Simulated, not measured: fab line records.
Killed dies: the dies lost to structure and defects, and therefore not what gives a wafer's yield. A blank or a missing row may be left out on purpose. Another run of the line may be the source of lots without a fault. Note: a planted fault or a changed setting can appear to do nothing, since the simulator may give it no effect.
Chamber matching    flow rit cmos    RIT_ACTIVE_ETCH_13 on rie diel-04: 4 sister chambers
The step etches Si3N4 in SF6, stops on SiO2, time 210 s, target depth 210 nm. 8 wafers are shown with their chamber, then 9 later ones without.

== WAFERS, EACH WITH ITS CHAMBER ==
wafer   chamber  drypump motor current A (A)  throttle valve pct (%)
L247.2  1        5.7                          7.73
L247.6  0        5.9                          7.41
L253.1  0        5.8                          7.41
L253.2  2        6.2                          7.35
L253.3  3        5.5                          7.39
L256.1  2        6.2                          7.36
L256.3  1        5.7                          7.73
L256.4  3        5.5                          7.37

== WAFERS WHOSE CHAMBER IS MISSING ==
wafer   drypump motor current A (A)  throttle valve pct (%)
L258.2  5.7                          7.75
L258.4  5.8                          7.41
L258.5  5.7                          7.72
L260.1  5.8                          7.40
L260.5  5.8                          7.41
L260.6  5.7                          7.76
L263.1  5.7                          7.74
L263.2  6.2                          7.34
L263.4  6.2                          7.35

== WHICH CHAMBER EACH WENT THROUGH ==
wafer   from the rows above  in truth
L258.2  1                    1
L258.4  0                    0
L258.5  1                    1
L260.1  0                    0
L260.5  0                    0
L260.6  1                    1
L263.1  1                    1
L263.2  2                    2
L263.4  2                    2
Correctly placed: 9 of 9. Not placeable from these rows: 0. 0 placed wrongly.
How it was worked out, from the rows above alone: a wafer's distance from a chamber is the root of the sum, over the readings, of the square of ((its reading less the chamber's mean) divided by the reading's scatter). The wafer belongs to the nearest chamber; if the next one is less than 2 further off, it can't be placed. For every chamber, the mean is computed from those of its wafers that are shown. The scatter is the square root of a quotient: the sum, over the shown wafers, of each reading's squared deviation from its chamber's mean, divided by wafers minus chambers.
